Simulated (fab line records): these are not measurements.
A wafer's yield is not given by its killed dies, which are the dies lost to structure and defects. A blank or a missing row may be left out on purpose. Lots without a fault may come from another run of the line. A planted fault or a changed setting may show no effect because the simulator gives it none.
Which tool is to blame? / flow rit cmos / Sampling: 15 lots, 45 wafers, 2 of 202 route steps

## WHAT THE GAUGES SHOWED, per wafer
RIT_SDANNEAL_RS_MEAS_04: uses a four-point probe to measure.
lot=L759; measured=day 3 05:14; on=film metro-03; PSD_RS (ohm/sq)=116.4 116.2 115.8
lot=L760; measured=day 3 08:05; on=film metro-03; PSD_RS (ohm/sq)=116.4 116.1 116.2
lot=L761; measured=day 3 12:56; on=film metro-02; PSD_RS (ohm/sq)=115.3 115.5 115.9
lot=L763; measured=day 3 23:16; on=film metro-04; PSD_RS (ohm/sq)=116.0 115.9 116.3
lot=L764; measured=day 4 09:54; on=film metro-04; PSD_RS (ohm/sq)=144.6 145.0 144.9 145.0 144.8 144.9
lot=L766; measured=day 4 14:40; on=film metro-03; PSD_RS (ohm/sq)=144.8 144.7 144.7 145.0 144.8 144.6
lot=L768; measured=day 5 03:41; on=film metro-03; PSD_RS (ohm/sq)=145.1 145.2 145.2 145.4 145.2 145.2
lot=L773; measured=day 6 02:21; on=film metro-04; PSD_RS (ohm/sq)=116.0 115.6 115.8
lot=L775; measured=day 6 10:18; on=film metro-04; PSD_RS (ohm/sq)=115.8 116.0 116.0
lot=L777; measured=day 6 22:05; on=film metro-04; PSD_RS (ohm/sq)=116.3 115.9 116.0
lot=L778; measured=day 7 05:50; on=film metro-02; PSD_RS (ohm/sq)=116.3 115.8 116.3
lot=L779; measured=day 7 11:20; on=film metro-03; PSD_RS (ohm/sq)=116.9 116.4 116.4
lot=L780; measured=day 7 12:54; on=film metro-02; PSD_RS (ohm/sq)=116.2 116.0 116.2
lot=L781; measured=day 7 18:04; on=film metro-03; PSD_RS (ohm/sq)=116.0 115.7 116.0
lot=L782; measured=day 8 02:32; on=film metro-03; PSD_RS (ohm/sq)=116.4 116.1 116.4

## WHAT TOOL EACH LOT RAN ON (gives the tool, then ch and the chambers of the sampled wafers, and finally the start)
lot=L759; RIT_SDANNEAL_RTA_03=rtp anneal-01 ch 0, day 3 05:10
lot=L760; RIT_SDANNEAL_RTA_03=rtp anneal-02 ch 0, day 3 08:01
lot=L761; RIT_SDANNEAL_RTA_03=rtp anneal-01 ch 0, day 3 12:49
lot=L763; RIT_SDANNEAL_RTA_03=rtp anneal-01 ch 0, day 3 23:09
lot=L764; RIT_SDANNEAL_RTA_03=rtp anneal-02 ch 0, day 4 09:51
lot=L766; RIT_SDANNEAL_RTA_03=rtp anneal-02 ch 0, day 4 14:35
lot=L768; RIT_SDANNEAL_RTA_03=rtp anneal-02 ch 0, day 5 03:36
lot=L773; RIT_SDANNEAL_RTA_03=rtp anneal-01 ch 0, day 6 02:14
lot=L775; RIT_SDANNEAL_RTA_03=rtp anneal-01 ch 0, day 6 10:13
lot=L777; RIT_SDANNEAL_RTA_03=rtp anneal-01 ch 0, day 6 22:01
lot=L778; RIT_SDANNEAL_RTA_03=rtp anneal-02 ch 0, day 7 05:46
lot=L779; RIT_SDANNEAL_RTA_03=rtp anneal-01 ch 0, day 7 11:16
lot=L780; RIT_SDANNEAL_RTA_03=rtp anneal-02 ch 0, day 7 12:50
lot=L781; RIT_SDANNEAL_RTA_03=rtp anneal-01 ch 0, day 7 18:00
lot=L782; RIT_SDANNEAL_RTA_03=rtp anneal-02 ch 0, day 8 02:27
- RIT_SDANNEAL_RTA_03: time 5 s.

## WHAT THE TOOLS THEMSELVES READ (means of the sampled wafers that have a number; where no wafer has one, the mark that the record gives instead)
RIT_SDANNEAL_RTA_03.
lot=L759; tool=rtp anneal-01; wafer_temp_C_max=1054.5
lot=L760; tool=rtp anneal-02; wafer_temp_C_max=1053.9
lot=L761; tool=rtp anneal-01; wafer_temp_C_max=1053.2
lot=L763; tool=rtp anneal-01; wafer_temp_C_max=1054.4
lot=L764; tool=rtp anneal-02; wafer_temp_C_max=1012.8
lot=L766; tool=rtp anneal-02; wafer_temp_C_max=1014.1
lot=L768; tool=rtp anneal-02; wafer_temp_C_max=1013.8
lot=L773; tool=rtp anneal-01; wafer_temp_C_max=1053.0
lot=L775; tool=rtp anneal-01; wafer_temp_C_max=1053.3
lot=L777; tool=rtp anneal-01; wafer_temp_C_max=1054.5
lot=L778; tool=rtp anneal-02; wafer_temp_C_max=1053.3
lot=L779; tool=rtp anneal-01; wafer_temp_C_max=1053.1
lot=L780; tool=rtp anneal-02; wafer_temp_C_max=1053.8
lot=L781; tool=rtp anneal-01; wafer_temp_C_max=1052.8
lot=L782; tool=rtp anneal-02; wafer_temp_C_max=1052.5

## THE ANSWER, worked out from the rows above alone
Rule: the lots themselves supply what counts as usual. Put in order of their means at a reading, lots are off if they are a third of the lots or fewer, leave a main group of 4 or more, and stand apart from it by a gap of 3 or more times the standard deviation of the main group's means; of several such gaps the widest counts. A main group whose means are all the same, to the digits that the tables above print for the reading, isn't used. Also off: a lot with no number at a reading for which 4 or more lots have one. All remaining lots with rows at the step are treated as sound. Order of review: gauges by route order, followed by the tools' own readings, for which a lot's mean as printed above is used. The first step at which some lot is off is used, and at that step the reading that is off furthest; a lot without a number counts as furthest.
Off: at RIT_SDANNEAL_RS_MEAS_04 (PSD_RS), L764, L766, L768. Main group: mean 116.1 ohm/sq, sd 0.24.
A tool fits if, at a process step before that reading, it ran every lot that is off, and no sound lot after the first of them. The gauges at RIT_SDANNEAL_RS_MEAS_04 aren't tried: what is off there is off at RIT_SDANNEAL_RTA_03 too, on other tools, and a gauge's error can't cause that. No candidate that was tried fits.

## WHAT THE SIMULATOR PUT IN
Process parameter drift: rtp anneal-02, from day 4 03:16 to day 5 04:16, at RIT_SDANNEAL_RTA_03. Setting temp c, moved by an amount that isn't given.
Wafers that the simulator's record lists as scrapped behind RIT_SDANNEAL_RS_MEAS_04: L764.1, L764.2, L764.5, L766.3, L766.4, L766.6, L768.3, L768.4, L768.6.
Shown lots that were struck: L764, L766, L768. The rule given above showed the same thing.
